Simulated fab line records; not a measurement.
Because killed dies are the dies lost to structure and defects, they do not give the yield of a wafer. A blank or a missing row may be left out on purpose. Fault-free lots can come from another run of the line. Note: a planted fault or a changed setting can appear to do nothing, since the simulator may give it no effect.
fab line records    flow berkeley-cmos170
record: lots: 13  wafers: 39  last-day: 12
route steps=331 shown NLDD@164 BACKSIDE@202 M1@240 V1@254
lots untouched by any fault: they come from a run of this same line in which no faults occurred
start-h: hours from the record's first day to the start of the lot's first wafer shown    wait-h: hours since the lot's step before    " same as the row above    L1.1+2: a row that stands for several wafers    - value missing, or start not given    * or withheld: withheld    < > ~ a bound
route shown NAME@n: NAME is a module with steps in the file, n the number in the route of the first one    usual: mean/standard deviation of fault-free wafers    same: alike in all rows    chamber/n: place in a boat    sites: each site's reading    _std_site: standard deviation of those values    _edge_site: outer sites' mean less inner sites'    radius-mm: for every site, how far away it sits from the centre of the wafer    mask NAME#n: copy n    behind: the most recent tool/chamber to have shaped the wafer    hold: reason for holding the lot/hours on hold/outcome of the hold    device: the transistor (n, p or np) that didn't switch    end of line: at the end of the route, the tests of the same wafers    a step with no rows: only its recipe    killed: at the first sort, the dies lost to defects and structure; wafer yield is something else    map: a wafer's dies, x killed, . not, _ none there
set.NAME: the setting that was run; set.NAME@STEP: the one run at that earlier step    model.NAME: the simulator's own value behind a step, which no gauge read
one table for each step of the route and one row for each wafer, over a sample of lots
services: when a tool's chamber went out of use (start-h, in hours from the record's first day, below 0 if earlier), for how many hours, and the reason
== steps ==
step: UCB170_NLDD_CD_MEAS_06
recipe: target-cd-nm: 1200
usual: cd-nm: 1199.6/1.5
lot.wafer  tool       chamber  start-h  wait-h  cd-nm
L316.2     cd-sem-01  -        117.37   -       1194.2
L316.3     "          -        "        "       1196.3
L316.6     "          -        "        "       1197.3
L317.1     cd-sem-02  -        128.37   -       1200.7
L317.2     "          -        "        "       1200.2
L317.4     "          -        "        "       1199.8
L318.1     cd-sem-02  -        128.88   -       1201.0
L318.3     "          -        "        "       1200.7
L318.6     "          -        "        "       1198.0
L319.1     cd-sem-01  -        138.62   -       1199.8
L319.2     "          -        "        "       1197.5
L319.6     "          -        "        "       1199.7
L322.1     cd-sem-02  -        153.43   -       1200.6
L322.3     "          -        "        "       1198.2
L322.4     "          -        "        "       1198.2
L321.2     cd-sem-01  -        156.01   -       1199.1
L321.3     "          -        "        "       1199.7
L321.4     "          -        "        "       1198.2
L324.2     cd-sem-02  -        158.66   -       1204.7
L324.5     "          -        "        "       1203.2
L324.6     "          -        "        "       1202.3
L323.3     cd-sem-02  -        158.86   -       1200.1
L323.4     "          -        "        "       1199.0
L323.5     "          -        "        "       1199.5
L325.1     cd-sem-02  -        165.17   -       1199.3
L325.2     "          -        "        "       1199.5
L325.6     "          -        "        "       1198.1
L333.1     cd-sem-02  -        226.81   -       1199.2
L333.5     "          -        "        "       1199.0
L333.6     "          -        "        "       1199.0
L335.2     cd-sem-01  -        227.83   -       1200.1
L335.4     "          -        "        "       1200.1
L335.6     "          -        "        "       1201.2
L339.2     cd-sem-02  -        242.08   -       1200.8
L339.5     "          -        "        "       1199.5
L339.6     "          -        "        "       1199.1
L338.1     cd-sem-01  -        242.12   -       1201.0
L338.4     "          -        "        "       1200.1
L338.5     "          -        "        "       1200.0
step: UCB170_BACKSIDE_STRIP_03
recipe: chemistry: O2  power-w: 400  pressure-mtorr: 3500  platen-temp-c: withheld  o2-flow-sccm: 400  overash-fraction: 0.5
usual: drypump-motor-current-A: 6.0/0.58  oes-product-au: 0.735/0.0045  strip-time-to-endpoint-s: 21.99/0.063
lot.wafer  tool             chamber  start-h  wait-h  drypump-motor-current-A  oes-product-au  rf-hours-counter-h  strip-time-to-endpoint-s
L316.2     plasma-asher-03  1        128.22   0.1     6.8                      0.732           41                  21.91
L316.3     "                1        "        "       6.8                      0.728           -                   21.95
L316.6     "                0        "        "       6.3                      0.735           -                   21.84
L317.1     plasma-asher-03  1        138.68   0.1     6.8                      0.737           42                  22.05
L317.2     "                0        "        "       6.3                      0.732           42                  22.09
L317.4     "                1        "        "       6.7                      0.736           -                   22.06
L318.1     plasma-asher-02  0        139.13   0.1     5.9                      0.734           3                   21.99
L318.3     "                1        "        "       6.1                      0.741           -                   21.99
L318.6     "                0        "        "       5.9                      0.734           -                   22.06
L319.1     plasma-asher-02  0        150.82   0.1     5.9                      0.736           4                   21.94
L319.2     "                1        "        "       6.2                      0.734           4                   21.94
L319.6     "                1        "        "       6.1                      0.732           -                   21.94
L322.1     plasma-asher-03  0        161.76   0.1     6.2                      0.724           45                  21.98
L322.3     "                1        "        "       6.8                      0.733           -                   21.98
L322.4     "                0        "        "       6.3                      0.736           -                   21.97
L321.2     plasma-asher-04  0        166.11   0.1     5.2                      0.731           35                  22.04
L321.3     "                0        "        "       5.2                      0.731           -                   21.99
L321.4     "                1        "        "       4.9                      0.729           -                   21.95
L323.3     plasma-asher-03  0        166.60   0.1     6.3                      0.722           -                   22.03
L323.4     "                1        "        "       6.8                      0.736           -                   22.04
L323.5     "                1        "        "       6.8                      0.733           -                   22.04
L324.2     plasma-asher-04  1        166.75   0.1     4.9                      0.737           35                  21.99
L324.5     "                0        "        "       5.2                      0.736           -                   22.01
L324.6     "                1        "        "       5.0                      0.739           -                   21.92
L325.1     plasma-asher-03  0        178.73   0.1     6.2                      0.743           48                  21.97
L325.2     "                1        "        "       6.8                      0.737           48                  22.05
L325.6     "                0        "        "       6.3                      0.734           -                   21.96
L333.1     plasma-asher-02  0        237.57   0.1     5.8                      0.733           12                  21.94
L333.5     "                0        "        "       5.9                      0.730           -                   21.99
L333.6     "                1        "        "       6.1                      0.742           -                   22.01
L335.2     plasma-asher-02  0        238.98   0.1     5.9                      0.733           12                  22.00
L335.4     "                0        "        "       5.9                      0.733           -                   22.00
L335.6     "                1        "        "       6.2                      0.736           -                   21.92
L338.1     plasma-asher-03  0        255.08   0.1     6.3                      0.740           55                  21.96
L338.4     "                1        "        "       6.8                      0.727           -                   22.03
L338.5     "                1        "        "       6.7                      0.739           -                   22.01
L339.2     plasma-asher-02  1        255.18   0.1     6.1                      0.731           14                  22.02
L339.5     "                0        "        "       5.9                      0.737           -                   21.99
L339.6     "                1        "        "       6.1                      0.747           -                   21.98
step: UCB170_M1_THK_MEAS_02
recipe: thk-meas-gauge: xrf  reads: Al_of_M1_SPUTTER_00
usual: M1_AL_THK: 592/5.8
lot.wafer  tool           chamber  start-h  wait-h  M1_AL_THK[nm]
L316.2     film-metro-04  -        134.76   0.1     597
L316.3     "              -        "        "       590
L316.6     "              -        "        "       585
L317.1     film-metro-02  -        145.89   0.1     590
L317.2     "              -        "        "       586
L317.4     "              -        "        "       584
L318.1     film-metro-02  -        147.63   0.1     599
L318.3     "              -        "        "       595
L318.6     "              -        "        "       600
L319.1     film-metro-04  -        159.36   0.1     608
L319.2     "              -        "        "       605
L319.6     "              -        "        "       601
L322.1     film-metro-03  -        167.93   0.1     595
L322.3     "              -        "        "       590
L322.4     "              -        "        "       596
L321.2     film-metro-03  -        172.00   0.1     592
L321.3     "              -        "        "       591
L321.4     "              -        "        "       598
L323.3     film-metro-04  -        172.71   0.1     594
L323.4     "              -        "        "       597
L323.5     "              -        "        "       594
L324.2     film-metro-02  -        174.11   0.1     595
L324.5     "              -        "        "       593
L324.6     "              -        "        "       592
L325.1     film-metro-03  -        184.79   0.1     594
L325.2     "              -        "        "       601
L325.6     "              -        "        "       601
L333.1     film-metro-02  -        245.10   0.1     588
L333.5     "              -        "        "       588
L333.6     "              -        "        "       583
L335.2     film-metro-04  -        247.53   0.1     598
L335.4     "              -        "        "       599
L335.6     "              -        "        "       595
L338.1     film-metro-03  -        262.22   0.1     591
L338.4     "              -        "        "       587
L338.5     "              -        "        "       588
L339.2     film-metro-04  -        263.35   0.1     592
L339.5     "              -        "        "       586
L339.6     "              -        "        "       597
step: UCB170_V1_CVD_00
recipe: material: SiO2  target-thk-nm: 2000  temp-c: 390  precursor: TEOS/O2  time-s: 250  rf-w: 550  pressure-mtorr: 9000
usual: heater-power-w: 249/69  run-length-s: 277.9/0.56
lot.wafer  tool      chamber  start-h  wait-h  heater-power-w  run-length-s
L316.2     pecvd-03  1        139.94   0.0     247             278.2
L316.3     "         0        "        "       235             278.7
L316.6     "         2        "        "       247             279.0
L317.1     pecvd-01  0        149.97   0.0     327             277.9
L317.2     "         1        "        "       274             276.9
L317.4     "         2        "        "       170             277.4
L318.1     pecvd-03  0        152.80   0.0     219             278.7
L318.3     "         1        "        "       266             278.3
L318.6     "         2        "        "       342             278.5
L319.1     pecvd-02  2        165.90   0.0     163             277.4
L319.2     "         0        "        "       423             277.4
L319.6     "         1        "        "       189             278.3
L321.2     pecvd-03  1        175.96   0.0     202             278.1
L321.3     "         2        "        "       245             278.6
L321.4     "         1        "        "       268             278.1
L322.1     pecvd-02  1        175.96   0.0     249             278.2
L322.3     "         2        "        "       194             277.6
L322.4     "         2        "        "       146             277.1
L323.3     pecvd-01  2        175.96   0.0     176             278.2
L323.4     "         0        "        "       232             277.6
L323.5     "         2        "        "       248             277.4
L324.2     pecvd-02  2        182.74   0.0     159             277.4
L324.5     "         2        "        "       210             277.0
L324.6     "         0        "        "       315             277.5
L325.1     pecvd-02  1        192.43   0.0     249             278.0
L325.2     "         0        "        "       411             277.6
L325.6     "         2        "        "       150             277.1
L333.1     pecvd-02  1        251.55   0.0     243             278.6
L333.5     "         2        "        "       222             277.7
L333.6     "         0        "        "       428             459.1
L335.2     pecvd-01  0        254.55   0.0     307             277.8
L335.4     "         2        "        "       163             277.9
L335.6     "         1        "        "       201             276.9
L338.1     pecvd-01  2        268.25   0.0     222             277.4
L338.4     "         1        "        "       201             277.5
L338.5     "         2        "        "       167             277.8
L339.2     pecvd-03  0        268.25   0.0     214             278.4
L339.5     "         0        "        "       256             278.5
L339.6     "         1        "        "       189             277.7
step: UCB170_V1_THK_MEAS_01
recipe: reads: SiO2_of_V1_CVD_00
usual: V1_TEOS_THK: 2002/26
lot.wafer  tool           chamber  start-h  wait-h  V1_TEOS_THK[nm]
L316.2     film-metro-04  -        140.11   0.1     1996
L316.3     "              -        "        "       1979
L316.6     "              -        "        "       2022
L317.1     film-metro-01  -        150.12   0.1     1993
L317.2     "              -        "        "       1994
L317.4     "              -        "        "       2032
L318.1     film-metro-03  -        152.96   0.1     1982
L318.3     "              -        "        "       1973
L318.6     "              -        "        "       1988
L319.1     film-metro-03  -        166.06   0.1     1976
L319.2     "              -        "        "       1955
L319.6     "              -        "        "       1979
L322.1     film-metro-03  -        176.12   0.1     1963
L322.3     "              -        "        "       1976
L322.4     "              -        "        "       1986
L323.3     film-metro-04  -        176.14   0.1     2003
L323.4     "              -        "        "       2020
L323.5     "              -        "        "       2045
L321.2     film-metro-03  -        176.20   0.2     1982
L321.3     "              -        "        "       2008
L321.4     "              -        "        "       2014
L324.2     film-metro-04  -        182.91   0.1     1990
L324.5     "              -        "        "       2045
L324.6     "              -        "        "       2019
L325.1     film-metro-04  -        192.59   0.1     1958
L325.2     "              -        "        "       1980
L325.6     "              -        "        "       2025
L333.1     film-metro-01  -        251.71   0.1     2014
L333.5     "              -        "        "       2086
L333.6     "              -        "        "       3499
L335.2     film-metro-01  -        254.72   0.1     1961
L335.4     "              -        "        "       2033
L335.6     "              -        "        "       1998
L338.1     film-metro-01  -        268.41   0.1     2002
L338.4     "              -        "        "       2046
L338.5     "              -        "        "       2013
L339.2     film-metro-04  -        268.42   0.1     1982
L339.5     "              -        "        "       2016
L339.6     "              -        "        "       2002
== services ==
tool             chamber  start-h  hours  kind
plasma-asher-02  -        108.75   9.0    pm
plasma-asher-02  0        108.75   9.0    vent-cycle
plasma-asher-02  1        108.75   9.0    vent-cycle
plasma-asher-02  0        117.75   -      clean
plasma-asher-02  1        117.75   -      clean
plasma-asher-03  -        118.09   1.4    repair
pecvd-02         0        129.40   1.9    repair
pecvd-01         -        135.50   14.0   pm
pecvd-01         0        135.50   14.0   vent-cycle
pecvd-01         1        135.50   14.0   vent-cycle
pecvd-01         2        135.50   14.0   vent-cycle
pecvd-01         -        143.61   0.8    repair
pecvd-01         0        149.50   -      clean
pecvd-01         1        149.50   -      clean
plasma-asher-02  -        163.56   12.4   repair
pecvd-03         0        171.78   14.2   repair
pecvd-03         -        181.80   1.1    repair
plasma-asher-03  -        192.85   1.3    repair
plasma-asher-04  -        209.00   3.8    repair
plasma-asher-03  -        218.75   5.6    repair
plasma-asher-02  -        239.67   2.8    pm
pecvd-03         -        242.50   14.0   pm
pecvd-02         -        247.21   1.2    repair
pecvd-03         -        263.45   0.6    repair
== key ==
first-sign: step: UCB170_V1_CVD_00  reading: run-length-s  direction: up  sigmas: 99+  usual: *  struck: *
effect: step: UCB170_V1_THK_MEAS_01  reading: V1_TEOS_THK  direction: up  sigmas: 57  usual: 2002  struck: 3499
met-at UCB170_V1_CVD_00
struck-lots L333
struck-wafers L333.6
not-acting-at UCB170_NLDD_CD_MEAS_06,UCB170_BACKSIDE_STRIP_03,UCB170_M1_THK_MEAS_02
onset-between 192.43 251.55
fault: kind: process-parameter-drift  tool: pecvd-02  chamber: 0  onset-h: 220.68  steps: UCB170_V1_CVD_00  channel: time-s  offset: *  shape: step  end-h: 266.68  acts-in: *  stated: *
